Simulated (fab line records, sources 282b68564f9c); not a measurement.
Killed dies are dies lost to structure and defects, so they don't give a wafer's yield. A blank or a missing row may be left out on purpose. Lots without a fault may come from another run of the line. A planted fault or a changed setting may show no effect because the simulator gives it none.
Split-lot experiment | flow rit_cmos | 5 lots, 23 wafers read, on a route of 202 steps

THE SPLIT
At RIT_GATE_CVD_08 (deposits poly-Si from SiH4, target thk 250 nm, time 2220 s), the setting pressure_mtorr was moved away from the recipe's 300 mTorr on 10 of the 23 wafers read, by -4.2% to +4.4%. The other wafers ran this setting at the recipe's value.

The file shows no step between the split and the reading.

THE READING
GATE_POLY_THK, in nm, at RIT_GATE_THK_MEAS_09. Fault-free wafers of this fab line usually give 251.3 nm, standard deviation 2.5 nm.

wafer  | tool, chamber at the split | pressure_mtorr as run, mTorr | against the recipe | GATE_POLY_THK, nm | against lot-mates on the recipe
L076.1 | -, -                       | 313.2                        | +4.4%              | 258.7             | no lot-mate on the recipe
L076.2 | -, -                       | 313.2                        | +4.4%              | 259.6             | no lot-mate on the recipe
L076.4 | -, -                       | 313.2                        | +4.4%              | 258.7             | no lot-mate on the recipe
L076.5 | -, -                       | 313.2                        | +4.4%              | 260.4             | no lot-mate on the recipe
L076.6 | -, -                       | 313.2                        | +4.4%              | 260.0             | no lot-mate on the recipe
L077.1 | -, -                       | 300                          | recipe             | 249.9             | -
L077.2 | -, -                       | 300                          | recipe             | 249.5             | -
L077.3 | -, -                       | 300                          | recipe             | 249.4             | -
L077.5 | -, -                       | 300                          | recipe             | 250.5             | -
L077.6 | -, -                       | 300                          | recipe             | 251.1             | -
L078.2 | -, -                       | 300                          | recipe             | 252.5             | -
L078.3 | -, -                       | 300                          | recipe             | 249.6             | -
L078.4 | -, -                       | 300                          | recipe             | 251.3             | -
L078.5 | -, -                       | 300                          | recipe             | 250.8             | -
L078.6 | -, -                       | 300                          | recipe             | 252.6             | -
L080.2 | lpcvd-02, 0                | 300                          | recipe             | 251.0             | -
L080.3 | lpcvd-02, 0                | 300                          | recipe             | 249.9             | -
L080.5 | lpcvd-02, 0                | 300                          | recipe             | 252.3             | -
L081.1 | -, -                       | 287.4                        | -4.2%              | 246.1             | no lot-mate on the recipe
L081.2 | -, -                       | 287.4                        | -4.2%              | 244.3             | no lot-mate on the recipe
L081.3 | -, -                       | 287.4                        | -4.2%              | 244.6             | no lot-mate on the recipe
L081.4 | -, -                       | 287.4                        | -4.2%              | 245.7             | no lot-mate on the recipe
L081.5 | -, -                       | 287.4                        | -4.2%              | 247.0             | no lot-mate on the recipe

THE FIT
A straight line over all 23 wafers: GATE_POLY_THK changes by +1.63 nm for each +1% of pressure_mtorr; r = +0.96; the points scatter about the line by 1.3 nm.
Too few moved wafers have a lot-mate on the recipe to fit a line with each lot's own level taken away.

THE WHOLE CHAIN: every reading that the file lists as answering this split, in the file's order
step                 | what it does                                                                    | reading                                                                        | change (the file's fit)              | r (the file's)
RIT_GATE_CVD_08      | deposits poly-Si from SiH4, target thk 250 nm, time 2220 s                      | poly-Si_of_GATE_CVD_08.thk_nm (the simulator's own value, which no gauge read) | +1.64 nm for each +1% of the setting | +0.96
RIT_GATE_THK_MEAS_09 |                                                                                 | GATE_POLY_THK                                                                  | +1.63 for each +1% of the setting    | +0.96
RIT_GATE_ETCH_19     | etches poly-Si in SF6/CHF3/O2, stops on SiO2, time 165 s, target depth 312.5 nm | GATE.feature_depth_nm (the simulator's own value, which no gauge read)         | +1.64 nm for each +1% of the setting | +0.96

THE FILE'S OWN FIT
GATE_POLY_THK changes by +1.63 nm for each +1% of pressure_mtorr, r = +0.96.
